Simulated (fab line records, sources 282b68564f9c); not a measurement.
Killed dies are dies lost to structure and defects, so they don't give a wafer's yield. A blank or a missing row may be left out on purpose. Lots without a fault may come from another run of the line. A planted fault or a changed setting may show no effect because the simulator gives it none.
Which tool did it? | flow rit_cmos | 14 lots, 42 wafers sampled, at 5 steps of a route of 202

WHAT THE GAUGES READ, wafer by wafer
RIT_ACTIVE_THK_MEAS_02. Usual: ACTIVE_OXIDE_THK 46.7 nm, standard deviation 0.76.
lot  | measured    | on            | ACTIVE_OXIDE_THK (nm) | flag
L802 | day 1 13:03 | film_metro-02 | 47.1 47.2 47.6        |
L803 | day 1 20:18 | film_metro-04 | 46.2 45.8 47.0        |
L808 | day 2 19:24 | film_metro-02 | 46.7 46.5 45.8        |
L809 | day 3 00:58 | film_metro-04 | 54.3 53.9 53.6        | OFF
L810 | day 3 07:01 | film_metro-02 | 55.1 54.2 55.3        | OFF
L814 | day 4 00:16 | film_metro-04 | 46.9 46.6 46.1        |
L815 | day 4 05:20 | film_metro-01 | 44.8 44.3 44.7        |
L817 | day 4 15:03 | film_metro-01 | 46.7 46.7 46.7        |
L818 | day 4 20:03 | film_metro-04 | 47.2 47.5 46.8        |
L820 | day 5 06:55 | film_metro-01 | 46.6 47.7 47.5        |
L821 | day 5 12:07 | film_metro-02 | 46.7 46.5 46.3        |
L822 | day 5 19:15 | film_metro-01 | 46.4 47.4 46.3        |
L823 | day 6 00:26 | film_metro-01 | 47.0 45.9 46.6        |
L825 | day 6 07:26 | film_metro-01 | 46.7 47.1 46.1        |

RIT_M1_OVL_MEAS_10. Usual: M1_OVL -0.7 nm, standard deviation 1.8.
lot  | measured    | on         | M1_OVL (nm)    | flag
L802 | day 3 18:58 | overlay-02 | -3.8 -2.6 -3.8 |
L803 | day 4 01:28 | overlay-01 | 0.9 -1.0 -1.4  |
L808 | day 4 21:19 | overlay-02 | -1.2 -3.9 -3.1 |
L809 | day 5 02:46 | overlay-01 | -3.3 -1.7 -1.7 |
L810 | day 5 09:21 | overlay-01 | -2.0 -0.8 -3.6 |
L814 | day 6 00:44 | overlay-02 | 0.9 1.0 -0.4   |
L815 | day 6 05:51 | overlay-02 | 1.7 0.1 0.1    |
L817 | day 6 18:38 | overlay-02 | 0.7 -0.5 -3.3  |
L818 | day 7 02:34 | overlay-01 | 0.0 1.1 2.0    |
L820 | day 7 12:25 | overlay-01 | 2.9 0.7 2.8    |
L821 | day 7 14:56 | overlay-01 | -4.6 -1.2 -3.0 |
L822 | day 7 19:37 | overlay-01 | 2.6 0.5 0.6    |
L823 | day 7 23:25 | overlay-02 | 0.9 1.3 0.0    |
L825 | day 8 10:46 | overlay-02 | -1.3 -0.8 -2.0 |

RIT_M1_BOW_MEAS_16. Usual: M1_BOW 16 um, standard deviation 7.1.
lot  | measured    | on            | M1_BOW (um) | flag
L802 | day 3 21:26 | film_metro-01 | 0 12 18     |
L803 | day 4 03:54 | film_metro-04 | 20 11 8     |
L808 | day 4 23:45 | film_metro-01 | 18 24 29    |
L809 | day 5 05:22 | film_metro-04 | 3 19 27     |
L810 | day 5 11:46 | film_metro-04 | 11 9 23     |
L814 | day 6 03:09 | film_metro-04 | 20 20 25    |
L815 | day 6 08:17 | film_metro-02 | 27 12 19    |
L817 | day 6 21:07 | film_metro-04 | 26 27 16    |
L818 | day 7 05:02 | film_metro-02 | 12 27 20    |
L820 | day 7 14:53 | film_metro-02 | 28 31 13    |
L821 | day 7 17:20 | film_metro-02 | 21 15 22    |
L822 | day 7 22:03 | film_metro-02 | 21 21 13    |
L823 | day 8 01:50 | film_metro-02 | 7 23 23     |
L825 | day 8 13:16 | film_metro-04 | 9 14 10     |

WHICH TOOL RAN EACH LOT (tool, then ch and the chambers of the sampled wafers, then the start)
lot  | RIT_ACTIVE_OXIDATION_01      | RIT_ACTIVE_STRIP_14
L802 | furnace-01 ch 0, day 1 11:05 | plasma_asher-03 ch 0,1, day 1 16:07
L803 | furnace-01 ch 0, day 1 18:22 | plasma_asher-01 ch 0,1, day 1 23:05
L808 | furnace-03 ch 0, day 2 17:28 | plasma_asher-04 ch 0,1, day 2 23:29
L809 | furnace-01 ch 0, day 2 23:02 | plasma_asher-03 ch 0,1, day 3 04:28
L810 | furnace-01 ch 0, day 3 05:05 | plasma_asher-04 ch 0,1, day 3 10:38
L814 | furnace-03 ch 0, day 3 22:20 | plasma_asher-04 ch 0,1, day 4 04:23
L815 | furnace-04 ch 0, day 4 03:23 | plasma_asher-04 ch 0, day 4 08:50
L817 | furnace-04 ch 0, day 4 13:07 | plasma_asher-04 ch 0, day 4 17:50
L818 | furnace-03 ch 0, day 4 18:07 | plasma_asher-01 ch 0,1, day 4 22:59
L820 | furnace-04 ch 0, day 5 04:57 | plasma_asher-03 ch 0,1, day 5 09:59
L821 | furnace-03 ch 0, day 5 10:11 | plasma_asher-01 ch 0,1, day 5 14:55
L822 | furnace-03 ch 0, day 5 17:19 | plasma_asher-04 ch 1, day 5 22:16
L823 | furnace-01 ch 0, day 5 22:29 | plasma_asher-03 ch 0,1, day 6 03:13
L825 | furnace-01 ch 0, day 6 05:30 | plasma_asher-03 ch 0,1, day 6 11:04
- RIT_ACTIVE_OXIDATION_01: target thk 46.8 nm, ox time 3360 s.
- RIT_ACTIVE_STRIP_14: strips in O2, time 180 s.

WHAT THE TOOLS THEMSELVES READ (means of the sampled wafers that have a number; where no wafer has one, the mark that the record gives instead)
RIT_ACTIVE_OXIDATION_01. Usual: spike_tc_centre_C 1001.9 C, standard deviation 1; spike_tc_load_C 1024 C, standard deviation 3.8; spike_tc_source_C 1023.3 C, standard deviation 1.5; tube_center_temp_C 1000 C, standard deviation 0.096; tube_center_temp_C_max 1002.5, standard deviation 0.34; zone_power_centre_pct 48 %, standard deviation 3.5.
lot  | tool       | spike_tc_centre_C (C) | spike_tc_load_C (C) | spike_tc_source_C (C) | tube_center_temp_C (C) | tube_center_temp_C_max | zone_power_centre_pct (%) | flag
L802 | furnace-01 | 1002.7                | 1029                | 1023.3                | 1000                   | 1002.8                 | 50                        |
L803 | furnace-01 | 1002.7                | 1029                | 1023.0                | 1000                   | 1002.4                 | 49                        |
L808 | furnace-03 | 1001.6                | 1022                | 1024.7                | 1000                   | 1002.2                 | 50                        |
L809 | furnace-01 | 1017.7                | 1044                | 1039.8                | 1015                   | 1017.5                 | 50                        | OFF
L810 | furnace-01 | 1017.6                | 1043                | 1038.2                | 1015                   | 1017.5                 | 51                        | OFF
L814 | furnace-03 | 1001.8                | 1022                | 1023.6                | 1000                   | 1002.5                 | 50                        |
L815 | furnace-04 | 1000.9                | 1020                | 1021.8                | 1000                   | 1002.3                 | 42                        |
L817 | furnace-04 | 1002.6                | 1020                | 1021.5                | 1000                   | 1002.4                 | 43                        |
L818 | furnace-03 | 1002.0                | 1022                | 1024.0                | 1000                   | 1002.7                 | 50                        |
L820 | furnace-04 | 1002.4                | 1021                | 1021.7                | 1000                   | 1002.3                 | 42                        |
L821 | furnace-03 | 1001.8                | 1022                | 1024.9                | 1000                   | 1002.4                 | 51                        |
L822 | furnace-03 | 1000.6                | 1022                | 1024.1                | 1000                   | 1002.9                 | 51                        |
L823 | furnace-01 | 1002.4                | 1029                | 1024.1                | 1000                   | 1002.4                 | 50                        |
L825 | furnace-01 | 1002.1                | 1028                | 1023.7                | 1000                   | 1002.4                 | 50                        |

RIT_ACTIVE_STRIP_14. Usual: drypump_motor_current_A 5.7 A, standard deviation 0.52.
lot  | tool            | drypump_motor_current_A (A) | flag
L802 | plasma_asher-03 | 6.4                         |
L803 | plasma_asher-01 | 5.5                         |
L808 | plasma_asher-04 | 5.3                         |
L809 | plasma_asher-03 | 6.4                         |
L810 | plasma_asher-04 | 5.6                         |
L814 | plasma_asher-04 | 5.3                         |
L815 | plasma_asher-04 | 6.0                         |
L817 | plasma_asher-04 | 5.9                         |
L818 | plasma_asher-01 | 5.5                         |
L820 | plasma_asher-03 | 6.4                         |
L821 | plasma_asher-01 | 5.4                         |
L822 | plasma_asher-04 | 5.0                         |
L823 | plasma_asher-03 | 6.4                         |
L825 | plasma_asher-03 | 6.4                         |

THE ANSWER, worked out from the rows above alone
Rule: a lot is off if the mean of its wafers that have a number lies more than 3 standard deviations from the usual mean. A lot without any number at a reading at which 4 lots or more have one is off too. The other lots that the step has rows for count as sound. The gauges are gone through in route order, then the tools' own readings, and for those a lot's mean is taken as printed above. The first step at which some lot is off is used, and at that step the reading that is off furthest; a lot without a number counts as furthest.
Off: L809, L810, at RIT_ACTIVE_THK_MEAS_02 (ACTIVE_OXIDE_THK).
A tool fits if, at a process step before that reading, it ran every lot that is off, and no sound lot after the first of them. The gauges at RIT_ACTIVE_THK_MEAS_02 aren't tried: what is off there is off at RIT_ACTIVE_OXIDATION_01 too, on other tools, and a gauge's error can't cause that. None of those tried fits.

WHAT THE SIMULATOR HAD PUT IN
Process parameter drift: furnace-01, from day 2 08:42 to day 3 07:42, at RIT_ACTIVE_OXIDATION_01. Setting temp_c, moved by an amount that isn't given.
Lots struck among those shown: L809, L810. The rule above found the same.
